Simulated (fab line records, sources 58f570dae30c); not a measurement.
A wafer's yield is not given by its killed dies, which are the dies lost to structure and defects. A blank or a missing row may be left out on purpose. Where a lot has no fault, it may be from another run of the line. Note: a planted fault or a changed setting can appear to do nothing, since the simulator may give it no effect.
Which tool is to blame? ; flow berkeley-cmos170 ; 7 lots with 21 wafers sampled at 3 steps, on a route of 331 steps

## WHAT EACH GAUGE READ, for each wafer
UCB170_CONTACT_THK_MEAS_02.
lot;measured;on;CONTACT_PSG_THK (nm)
L109;day 9 02:50;film-metro-04;690 692 686
L113;day 9 04:43;film-metro-04;689 688 692
L118;day 10 00:56;film-metro-01;691 694 702
L121;day 10 13:15;film-metro-02;694 695 696
L120;day 10 13:28;film-metro-02;703 710 703
L128;day 13 12:31;film-metro-01;440 442 440
L131;day 14 07:23;film-metro-01;707 711 710

## TOOL THAT RAN EACH LOT (tool first, then ch and the chambers of the sampled wafers, then the start)
lot;UCB170_BACKSIDE_STRIP_03;UCB170_CONTACT_CVD_01
L109;plasma-asher-03 ch 0, day 8 22:14;lpcvd-01 ch 1, day 9 01:02
L113;plasma-asher-04 ch 0,1, day 9 01:26;lpcvd-01 ch 1, day 9 02:56
L118;plasma-asher-02 ch 0,1, day 9 20:49;lpcvd-01 ch 0, day 9 22:16
L121;plasma-asher-04 ch 0,1, day 10 07:29;lpcvd-01 ch 0, day 10 10:34
L120;plasma-asher-04 ch 0,1, day 10 08:10;lpcvd-02 ch 0, day 10 11:40
L128;plasma-asher-04 ch 0,1, day 13 07:13;lpcvd-02 ch 0, day 13 10:44
L131;plasma-asher-04 ch 0,1, day 14 03:20;lpcvd-01 ch 1, day 14 05:36
- UCB170_BACKSIDE_STRIP_03: strips in O2.
- UCB170_CONTACT_CVD_01: deposits PSG from SiH4/O2/PH3, target thk 700 nm, time 2820 s.

## THE ANSWER, worked out from the rows above alone
Rule: what is usual is taken from the lots themselves. The widest of any qualifying gaps counts: lots, ordered by their means at a reading, are off when they make up no more than a third of the lots, leave a main group of 4 or more, and stand apart from it by 3 or more times the standard deviation of that group's means. A main group whose means are all the same, to the digits that the tables above print for the reading, isn't used. A lot without any number at a reading at which 4 lots or more have one is off too. All remaining lots with rows at the step are treated as sound.
Off: L128, seen at UCB170_CONTACT_THK_MEAS_02 (CONTACT_PSG_THK). Main group: mean 697 nm, sd 7.5.
If a tool, at a process step before that reading, ran all the lots that are off and no sound lot after the first of them, it fits. Gauges at UCB170_CONTACT_THK_MEAS_02: tried the same way as those tools. One candidate fits, namely lpcvd-02 at UCB170_CONTACT_CVD_01. A fault onset in the window from L120 (day 10 11:40, its last sound lot) to L128 (day 13 10:44, its first lot off) fits.

## WHAT THE SIMULATOR HAD INSERTED
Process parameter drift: lpcvd-02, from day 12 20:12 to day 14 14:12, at UCB170_CONTACT_CVD_01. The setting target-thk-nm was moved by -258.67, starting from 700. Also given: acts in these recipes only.
Struck lots among those shown: L128. The rule given above showed the same thing.
